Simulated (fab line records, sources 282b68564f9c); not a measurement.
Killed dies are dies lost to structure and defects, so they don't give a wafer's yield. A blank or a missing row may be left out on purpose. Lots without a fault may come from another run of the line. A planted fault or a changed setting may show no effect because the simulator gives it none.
fab line records | flow rit_cmos
record lots=13 wafers=39 last_day=7
route steps=202 shown ACTIVE@9 NWELL@34 GATE@96 M1@202
lots that met no fault: from a run of the same line without faults
start_h: hours from the record's first day to the start of the lot's first wafer shown | wait_h: hours since the lot's step before | " the same as in the row above | L1.1+2: a row that stands for several wafers | - no value, or no start given | * or withheld: withheld | < > ~ a bound
route shown NAME@n: a module of which the file shows steps, and the number in the route of the first | usual: mean/standard deviation of fault-free wafers | same: alike in all rows | chamber/n: place in a boat | sites: the reading at each site | _std_site: their standard deviation | _edge_site: outer sites' mean less inner sites' | radius_mm: how far each site lies from the wafer's centre | mask NAME#n: copy n | behind: the tool/chamber that last shaped the wafer | hold: why the lot was held/for how many hours/how that ended | device: the transistor (n, p or np) that didn't switch | end of line: the same wafers' tests at the end of the route | a step without rows: its recipe alone | killed: dies lost to structure and defects at the first sort, not the wafer's yield | map: a wafer's dies, x killed, . not, _ none there
set.NAME: the setting as run; set.NAME@STEP: as run at that earlier step | model.NAME: the simulator's own value behind a step, which no gauge read
steps of the route over a sample of lots; a table a step, a row a wafer
services: from which hour (start_h, from the record's first day; less than 0 if before it) a tool's chamber was out of use, for how many hours, and why
## steps
# step RIT_ACTIVE_EXPOSE_08
# recipe mask_id=M1 na=0.6 source_shape=conventional sigma_outer=0.6 target_cd_nm=1400 dose_mj=225
# usual exposure_dose_mJ_cm2=225.9/0.81
# same na=0.6
# columns lot.wafer tool chamber start_h wait_h mask exposure_dose_mJ_cm2
L613.4 iline_stepper-01 0 14.22 0.2 M1#0 226.7
L613.5 " 0 " " M1#0 226.4
L613.6 " 0 " " M1#0 226.7
L614.2 iline_stepper-01 0 19.06 0.1 M1#0 226.8
L614.5 " 0 " " M1#0 226.8
L614.6 " 0 " " M1#0 226.6
L616.1 iline_stepper-01 0 29.04 0.1 M1#0 226.4
L616.5 " 0 " " M1#0 226.6
L616.6 " 0 " " M1#0 226.6
L617.1 iline_stepper-02 0 34.16 0.2 M1#0 225.3
L617.4 " 0 " " M1#0 225.5
L617.6 " 0 " " M1#0 225.1
L618.1 iline_stepper-01 0 41.48 0.2 M1#0 226.9
L618.4 " 0 " " M1#0 226.9
L618.6 " 0 " " M1#0 226.8
L622.1 iline_stepper-02 0 59.16 0.2 M1#0 225.4
L622.2 " 0 " " M1#0 225.3
L622.6 " 0 " " M1#0 225.1
L626.2 iline_stepper-02 0 79.06 0.1 M1#0 216.9
L626.4 " 0 " " M1#0 216.8
L626.5 " 0 " " M1#0 216.7
L627.1 iline_stepper-01 0 84.18 0.2 M1#0 226.3
L627.3 " 0 " " M1#0 226.6
L627.4 " 0 " " M1#0 226.6
L628.1 iline_stepper-01 0 89.68 0.1 M1#0 226.8
L628.2 " 0 " " M1#0 227.1
L628.5 " 0 " " M1#0 226.6
L629.1 iline_stepper-01 0 96.57 0.1 M1#0 226.7
L629.3 " 0 " " M1#0 226.7
L629.6 " 0 " " M1#0 227.3
L630.2 iline_stepper-01 0 99.06 0.1 M1#0 226.8
L630.5 " 0 " " M1#0 226.7
L630.6 " 0 " " M1#0 226.9
L631.2 iline_stepper-01 0 104.06 0.1 M1#0 226.0
L631.4 " 0 " " M1#0 226.4
L631.5 " 0 " " M1#0 226.4
L635.1 iline_stepper-01 0 124.47 0.2 M1#0 226.6
L635.2 " 0 " " M1#0 226.2
L635.5 " 0 " " M1#0 226.8
# step RIT_ACTIVE_CD_MEAS_11
# recipe target_cd_nm=1400
# usual cd_nm=1400.7/2.5
# columns lot.wafer tool chamber start_h wait_h cd_nm
L613.4 cd_sem-02 - 14.62 - 1403.6
L613.5 " - " " 1404.6
L613.6 " - " " 1401.3
L614.2 cd_sem-01 - 19.46 - 1397.1
L614.5 " - " " 1397.4
L614.6 " - " " 1397.1
L616.1 cd_sem-01 - 29.44 - 1401.6
L616.5 " - " " 1401.2
L616.6 " - " " 1402.2
L617.1 cd_sem-01 - 34.56 - 1401.9
L617.4 " - " " 1400.5
L617.6 " - " " 1401.6
L618.1 cd_sem-01 - 41.88 - 1400.9
L618.4 " - " " 1398.4
L618.6 " - " " 1399.9
L622.1 cd_sem-01 - 59.56 - 1402.5
L622.2 " - " " 1401.7
L622.6 " - " " 1405.8
L626.2 cd_sem-01 - 79.46 - 1391.6
L626.4 " - " " 1346.1
L626.5 " - " " 1371.5
L627.1 cd_sem-02 - 84.58 - 1403.9
L627.3 " - " " 1401.4
L627.4 " - " " 1403.2
L628.1 cd_sem-02 - 90.08 - 1397.4
L628.2 " - " " 1402.2
L628.5 " - " " 1400.1
L629.1 cd_sem-01 - 96.97 - 1396.9
L629.3 " - " " 1398.4
L629.6 " - " " 1396.5
L630.2 cd_sem-01 - 99.46 - 1403.8
L630.5 " - " " 1404.3
L630.6 " - " " 1406.0
L631.2 cd_sem-02 - 104.46 - 1401.6
L631.4 " - " " 1401.3
L631.5 " - " " 1401.5
L635.1 cd_sem-02 - 124.87 - 1397.5
L635.2 " - " " 1395.8
L635.5 " - " " 1398.1
# step RIT_NWELL_OVL_MEAS_06
# usual NWELL_OVL=-0.5/1.4
# columns lot.wafer tool chamber start_h wait_h NWELL_OVL[nm]
L613.4 overlay-01 - 20.69 - 0.2
L613.5 " - " " -0.6
L613.6 " - " " 1.0
L614.2 overlay-02 - 26.50 - 0.6
L614.5 " - " " -1.0
L614.6 " - " " 0.8
L616.1 overlay-01 - 35.43 - 2.4
L616.5 " - " " 2.8
L616.6 " - " " 1.3
L617.1 overlay-01 - 42.16 - 0.3
L617.4 " - " " -0.9
L617.6 " - " " -0.6
L618.1 overlay-02 - 47.75 - -1.2
L618.4 " - " " 1.3
L618.6 " - " " -0.7
L622.1 overlay-01 - 66.52 - -1.0
L622.2 " - " " -0.7
L622.6 " - " " 0.1
L626.2 overlay-02 - 85.22 - -2.6
L626.4 " - " " -0.8
L626.5 " - " " -3.1
L627.1 overlay-02 - 93.80 - 0.2
L627.3 " - " " -0.7
L627.4 " - " " 0.8
L628.1 overlay-02 - 98.05 - -2.1
L628.2 " - " " -2.1
L628.5 " - " " -1.9
L629.1 overlay-01 - 102.79 - -2.2
L629.3 " - " " -0.7
L629.6 " - " " -3.8
L630.2 overlay-01 - 109.13 - 1.2
L630.5 " - " " 1.1
L630.6 " - " " 1.4
L631.2 overlay-01 - 112.22 - -1.6
L631.4 " - " " -0.4
L631.5 " - " " -1.4
L635.1 overlay-02 - 132.70 - -0.6
L635.2 " - " " -1.3
L635.5 " - " " 0.2
# step RIT_NWELL_STRIP_09
# recipe chemistry=O2 time_s=180 resist=NOVOLAK platen_temp_c=withheld power_w=500 pressure_mtorr=4000 o2_flow_sccm=4000
# usual drypump_motor_current_A=6.1/0.42
# columns lot.wafer tool chamber start_h wait_h drypump_motor_current_A rf_hours_counter_h
L613.4 plasma_asher-02 1 21.16 0.1 5.7 -
L613.5 " 1 " " 5.7 -
L613.6 " 0 " " 6.6 -
L614.2 plasma_asher-01 0 26.98 0.1 5.8 23
L614.5 " 1 " " 6.3 -
L614.6 " 0 " " 5.8 -
L616.1 plasma_asher-02 0 35.86 0.1 6.6 39
L616.5 " 0 " " 6.6 -
L616.6 " 1 " " 5.7 -
L617.1 plasma_asher-02 0 42.75 0.2 6.6 39
L617.4 " 0 " " 6.6 -
L617.6 " 0 " " 6.6 -
L618.1 plasma_asher-02 0 48.19 0.1 6.6 40
L618.4 " 0 " " 6.6 -
L618.6 " 1 " " 5.7 -
L622.1 plasma_asher-02 1 66.95 0.1 5.7 42
L622.2 " 0 " " 6.6 42
L622.6 " 0 " " 6.6 -
L626.2 plasma_asher-02 1 85.65 0.1 5.7 44
L626.4 " 1 " " 5.7 -
L626.5 " 1 " " 5.7 -
L627.1 plasma_asher-01 1 94.23 0.1 6.3 30
L627.3 " 0 " " 5.8 -
L627.4 " 1 " " 6.3 -
L628.1 plasma_asher-01 1 98.48 0.1 6.3 30
L628.2 " 0 " " 5.8 30
L628.5 " 1 " " 6.3 -
L629.1 plasma_asher-02 1 103.23 0.1 5.7 45
L629.3 " 1 " " 5.7 -
L629.6 " 1 " " 5.7 -
L630.2 plasma_asher-01 0 109.56 0.1 5.8 32
L630.5 " 1 " " 6.3 -
L630.6 " 0 " " 5.8 -
L631.2 plasma_asher-03 1 112.65 0.1 5.3 47
L631.4 " 1 " " 5.2 -
L631.5 " 1 " " 5.3 -
L635.1 plasma_asher-02 1 133.14 0.1 5.7 49
L635.2 " 0 " " 6.6 49
L635.5 " 1 " " 5.7 -
# step RIT_GATE_STRIP_20
# recipe chemistry=O2 time_s=180 resist=NOVOLAK platen_temp_c=withheld power_w=500 pressure_mtorr=4000 o2_flow_sccm=4000
# usual drypump_motor_current_A=6.0/0.4
# columns lot.wafer tool chamber start_h wait_h drypump_motor_current_A rf_hours_counter_h
L613.4 plasma_asher-01 1 36.36 0.1 6.3 -
L613.5 " 0 " " 5.8 -
L613.6 " 1 " " 6.3 -
L614.2 plasma_asher-03 1 43.69 0.1 5.3 40
L614.5 " 1 " " 5.3 -
L614.6 " 0 " " 6.4 -
L616.1 plasma_asher-01 1 51.90 0.1 6.2 26
L616.5 " 0 " " 5.8 -
L616.6 " 1 " " 6.3 -
L617.1 plasma_asher-03 0 58.20 0.1 6.3 42
L617.4 " 1 " " 5.3 -
L617.6 " 0 " " 6.4 -
L618.1 plasma_asher-03 0 66.22 0.1 6.4 43
L618.4 " 1 " " 5.3 -
L618.6 " 0 " " 6.4 -
L622.1 plasma_asher-02 1 83.58 0.1 5.8 43
L622.2 " 0 " " 6.6 43
L622.6 " 1 " " 5.7 -
L626.2 plasma_asher-01 0 102.28 0.1 5.9 31
L626.4 " 1 " " 6.3 -
L626.5 " 1 " " 6.3 -
L627.1 plasma_asher-01 0 112.47 0.1 5.9 32
L627.3 " 1 " " 6.2 -
L627.4 " 0 " " 5.8 -
L628.1 plasma_asher-02 1 115.61 0.1 5.8 47
L628.2 " 0 " " 6.6 47
L628.5 " 1 " " 5.7 -
L629.1 plasma_asher-02 0 124.43 0.1 6.6 48
L629.3 " 1 " " 5.7 -
L629.6 " 1 " " 5.7 -
L630.2 plasma_asher-01 0 127.13 0.1 5.9 34
L630.5 " 1 " " 6.3 -
L630.6 " 0 " " 5.8 -
L631.2 plasma_asher-02 1 128.46 0.1 5.7 48
L631.4 " 1 " " 5.7 -
L631.5 " 0 " " 6.6 -
L635.1 plasma_asher-02 1 151.60 0.1 5.7 51
L635.2 " 0 " " 6.6 51
L635.5 " 0 " " 6.6 -
# step RIT_M1_PROBE_99
# usual killed_at_M0_to_M3=0.0/0.12 killed_at_contacts=0.1/0.24 killed_at_front_end=7.1/3 killed_dies=7.2/3 killed_open=3.7/2 killed_short=3.5/2
# same gross_dies=264 killed_at_M4_up=0 killed_at_back_side=0 killed_at_other=0
# columns lot.wafer tool chamber start_h wait_h killed_at_M0_to_M3 killed_at_contacts killed_at_front_end killed_dies killed_open killed_short
L613.4 prober-01 - 57.95 0.2 0 0 6 6 3 3
L613.5 prober-01 - 58.00 0.2 0 0 9 9 7 2
L613.6 prober-01 - 58.05 0.2 0 0 7 7 4 3
L614.2 prober-02 - 64.63 0.1 0 0 11 11 6 5
L614.5 prober-02 - 64.78 0.2 0 0 8 8 4 4
L614.6 prober-02 - 64.83 0.2 0 0 10 10 8 2
L616.1 prober-02 - 72.86 0.1 0 0 2 2 2 0
L616.5 prober-02 - 73.06 0.2 0 1 4 5 3 2
L616.6 prober-02 - 73.11 0.2 0 0 1 1 1 0
L617.1 prober-01 - 78.58 0.1 0 0 6 6 4 2
L617.4 prober-01 - 78.73 0.2 0 0 8 8 5 3
L617.6 prober-01 - 78.83 0.2 0 0 6 6 3 3
L618.1 prober-02 - 87.43 0.1 0 0 9 9 1 8
L618.4 prober-02 - 87.58 0.2 0 0 7 7 5 2
L618.6 prober-02 - 87.68 0.2 0 0 9 9 4 5
L622.1 prober-02 - 106.70 0.1 0 0 12 12 3 9
L622.2 prober-02 - 106.75 0.1 0 0 7 7 5 2
L622.6 prober-02 - 106.95 0.2 0 0 8 8 6 2
L626.2 prober-02 - 124.44 0.1 0 0 6 6 2 4
L626.4 prober-02 - 124.54 0.2 0 0 10 10 5 5
L626.5 prober-02 - 124.59 0.2 0 0 6 6 3 3
L627.1 prober-01 - 135.87 0.1 0 0 18 18 9 9
L627.3 prober-01 - 135.97 0.2 0 0 6 6 4 2
L627.4 prober-01 - 136.02 0.2 0 1 2 3 2 1
L628.1 prober-02 - 138.69 0.1 0 0 6 6 4 2
L628.2 prober-02 - 138.74 0.1 0 0 6 6 5 1
L628.5 prober-02 - 138.89 0.2 0 0 7 7 4 3
L629.1 prober-01 - 144.94 0.1 0 0 12 12 5 7
L629.3 prober-01 - 145.04 0.2 0 0 9 9 5 4
L629.6 prober-01 - 145.19 0.2 0 0 10 10 4 6
L630.2 prober-02 - 148.40 0.1 0 0 7 7 4 3
L630.5 prober-02 - 148.55 0.2 0 0 3 3 2 1
L630.6 prober-02 - 148.60 0.2 0 0 7 7 3 4
L631.2 prober-01 - 151.11 0.1 0 0 3 3 3 0
L631.4 prober-01 - 151.21 0.2 0 0 9 9 4 5
L631.5 prober-01 - 151.26 0.2 0 0 5 5 4 1
L635.1 prober-01 - 171.55 0.1 1 0 6 7 4 3
L635.2 prober-01 - 171.60 0.1 0 0 9 9 6 3
L635.5 prober-01 - 171.75 0.2 0 0 7 7 5 2
# killed by level:class
L613.4 GATE:geometric_particle:open=2 FOX1:geometric_particle:short=1 FOX2:geometric_particle:open=1 GATE:geometric_particle:short=1 REOX:geometric_particle:short=1
L613.5 GATE:geometric_particle:open=4 FOX2:geometric_particle:open=3 REOX:geometric_particle:short=1 SPACER:geometric_particle:short=1
L613.6 FOX1:geometric_particle:open=2 FOX2:geometric_particle:open=1 REOX:geometric_particle:short=1 REOX:geometric_particle:open=1 SPACER:geometric_particle:short=1 SILICIDE:geometric_particle:short=1
L614.2 GATE:geometric_particle:short=3 GATE:geometric_particle:open=3 FOX1:geometric_particle:open=2 FOX1:geometric_particle:short=2 SPACER:geometric_particle:open=1
L614.5 GATE:geometric_particle:short=2 FOX1:geometric_particle:short=1 FOX1:geometric_particle:open=1 GATE:geometric_particle:open=1 REOX:geometric_particle:open=1 SPACER:geometric_particle:open=1 SILICIDE:geometric_particle:short=1
L614.6 GATE:geometric_particle:open=3 FOX1:geometric_particle:open=2 SPACER:geometric_particle:open=2 FOX1:geometric_particle:short=1 FOX2:geometric_particle:open=1 SPACER:geometric_particle:short=1
L616.1 GATE:geometric_particle:open=1 SPACER:geometric_particle:open=1
L616.5 FOX1:geometric_particle:open=2 GATE:geometric_particle:short=1 SILICIDE:geometric_particle:open=1 CONTACT:geometric_particle:short=1
L616.6 FOX1:geometric_particle:open=1
L617.1 GATE:geometric_particle:short=2 GATE:geometric_particle:open=2 SILICIDE:geometric_particle:open=2
L617.4 GATE:geometric_particle:open=4 GATE:geometric_particle:short=3 REOX:geometric_particle:open=1
L617.6 GATE:geometric_particle:short=3 FOX1:geometric_particle:open=1 GATE:geometric_particle:open=1 SPACER:geometric_particle:open=1
L618.1 GATE:geometric_particle:short=4 SPACER:geometric_particle:short=2 FOX2:geometric_particle:short=1 SILICIDE:geometric_particle:short=1 SILICIDE:geometric_particle:open=1
L618.4 SPACER:geometric_particle:open=4 GATE:geometric_particle:short=2 FOX2:geometric_particle:open=1
L618.6 GATE:geometric_particle:short=3 GATE:geometric_particle:open=2 FOX1:geometric_particle:short=1 REOX:geometric_particle:open=1 SPACER:geometric_particle:short=1 SPACER:geometric_particle:open=1
L622.1 GATE:geometric_particle:short=2 REOX:geometric_particle:short=2 SPACER:geometric_particle:short=2 FOX1:geometric_particle:open=1 FOX1:geometric_particle:short=1 FOX2:geometric_particle:short=1 REOX:geometric_particle:open=1 SILICIDE:geometric_particle:open=1
L622.2 SPACER:geometric_particle:open=2 FOX1:geometric_particle:open=1 GATE:geometric_particle:short=1 GATE:geometric_particle:open=1 REOX:geometric_particle:short=1 REOX:geometric_particle:open=1
L622.6 FOX2:geometric_particle:open=2 REOX:geometric_particle:open=2 GATE:geometric_particle:open=1 GATE:geometric_particle:short=1 REOX:geometric_particle:short=1 SPACER:geometric_particle:open=1
L626.2 GATE:geometric_particle:short=2 SPACER:geometric_particle:short=2 GATE:geometric_particle:open=1 SILICIDE:geometric_particle:open=1
L626.4 REOX:geometric_particle:short=3 GATE:geometric_particle:short=2 REOX:geometric_particle:open=2 FOX1:geometric_particle:open=1 FOX2:geometric_particle:open=1 GATE:geometric_particle:open=1
L626.5 GATE:geometric_particle:open=2 FOX1:geometric_particle:short=1 GATE:geometric_particle:short=1 REOX:geometric_particle:short=1 SILICIDE:geometric_particle:open=1
L627.1 GATE:geometric_particle:open=6 GATE:geometric_particle:short=4 FOX1:geometric_particle:open=2 FOX1:geometric_particle:short=2 FOX2:geometric_particle:open=1 REOX:geometric_particle:short=1 SPACER:geometric_particle:short=1 SILICIDE:geometric_particle:short=1
L627.3 GATE:geometric_particle:open=2 FOX1:geometric_particle:open=1 FOX2:geometric_particle:open=1 GATE:geometric_particle:short=1 SILICIDE:geometric_particle:short=1
L627.4 GATE:geometric_particle:open=1 GATE:geometric_particle:short=1 CONTACT:geometric_particle:open=1
L628.1 GATE:geometric_particle:open=2 SPACER:geometric_particle:short=2 REOX:geometric_particle:open=1 SILICIDE:geometric_particle:open=1
L628.2 REOX:geometric_particle:open=2 GATE:geometric_particle:open=1 REOX:geometric_particle:short=1 SPACER:geometric_particle:open=1 SILICIDE:geometric_particle:open=1
L628.5 GATE:geometric_particle:open=3 FOX1:geometric_particle:short=1 REOX:geometric_particle:open=1 SPACER:geometric_particle:short=1 SILICIDE:geometric_particle:short=1
L629.1 FOX1:geometric_particle:short=2 FOX2:geometric_particle:short=2 SPACER:geometric_particle:open=2 FOX2:geometric_particle:open=1 GATE:geometric_particle:open=1 GATE:geometric_particle:short=1 REOX:geometric_particle:open=1 REOX:geometric_particle:short=1
L629.3 FOX2:geometric_particle:open=2 GATE:geometric_particle:open=2 GATE:geometric_particle:short=2 FOX1:geometric_particle:open=1 FOX1:geometric_particle:short=1 SPACER:geometric_particle:short=1
L629.6 GATE:geometric_particle:short=5 GATE:geometric_particle:open=3 SPACER:geometric_particle:open=1 SPACER:geometric_particle:short=1
L630.2 GATE:geometric_particle:short=2 FOX2:geometric_particle:open=1 FOX2:geometric_particle:short=1 GATE:geometric_particle:open=1 SPACER:geometric_particle:open=1 SILICIDE:geometric_particle:open=1
L630.5 GATE:geometric_particle:short=1 REOX:geometric_particle:open=1 SILICIDE:geometric_particle:open=1
L630.6 SILICIDE:geometric_particle:short=2 FOX1:geometric_particle:open=1 FOX2:geometric_particle:open=1 REOX:geometric_particle:open=1 REOX:geometric_particle:short=1 SPACER:geometric_particle:short=1
L631.2 SILICIDE:geometric_particle:open=2 GATE:geometric_particle:open=1
L631.4 GATE:geometric_particle:open=3 REOX:geometric_particle:short=2 GATE:geometric_particle:short=1 REOX:geometric_particle:open=1 SPACER:geometric_particle:short=1 SILICIDE:geometric_particle:short=1
L631.5 FOX2:geometric_particle:open=1 GATE:geometric_particle:open=1 SPACER:geometric_particle:open=1 SPACER:geometric_particle:short=1 SILICIDE:geometric_particle:open=1
L635.1 SILICIDE:geometric_particle:open=2 GATE:geometric_particle:short=1 GATE:geometric_particle:open=1 SPACER:geometric_particle:short=1 SPACER:geometric_particle:open=1 M1:geometric_particle:short=1
L635.2 GATE:geometric_particle:open=4 GATE:geometric_particle:short=2 REOX:geometric_particle:short=1 REOX:geometric_particle:open=1 SILICIDE:geometric_particle:open=1
L635.5 GATE:geometric_particle:open=4 GATE:geometric_particle:short=1 SPACER:geometric_particle:short=1 SILICIDE:geometric_particle:open=1
## services
# columns tool chamber start_h hours kind
plasma_asher-01 - 12.17 14.6 pm
plasma_asher-03 - 20.85 0.4 repair
plasma_asher-02 - 34.92 0.8 repair
iline_stepper-01 - 42.90 2.1 pm
iline_stepper-01 - 44.98 - consumable_replace:lamp
plasma_asher-03 - 66.92 2.8 pm
iline_stepper-02 - 68.03 1.7 pm
iline_stepper-01 - 93.41 1.7 pm
iline_stepper-01 - 135.73 3.9 repair
## key
first_sign step=RIT_ACTIVE_EXPOSE_08 reading=exposure_dose_mJ_cm2 direction=down sigmas=11 usual=225.9 struck=216.8
effect step=RIT_ACTIVE_CD_MEAS_11 reading=cd_nm direction=down sigmas=12 usual=1400.7 struck=1369.7 through=control_loop
met_at RIT_ACTIVE_EXPOSE_08
struck_lots L626
tester_left_out L626
loop_trim step=RIT_ACTIVE_EXPOSE_08 setting=dose lots=L626
not_acting_at RIT_NWELL_OVL_MEAS_06,RIT_NWELL_STRIP_09,RIT_GATE_STRIP_20
onset_between 59.16 79.06
fault kind=process_parameter_drift tool=iline_stepper-02 chamber=- onset_h=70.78 steps=RIT_ACTIVE_EXPOSE_08 channel=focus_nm offset=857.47 spread_by_wafer=0.3 shape=step end_h=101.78
# tester_left_out: of these lots the tester's yield and bins aren't shown, on N5 and GAA mostly nor the transistor test; their killed dies are dies lost to structure and defects alone, not to doping, threshold or leakage, so they don't give the yield
# loop_trim: a control loop set the setting to another value than it would have without faults
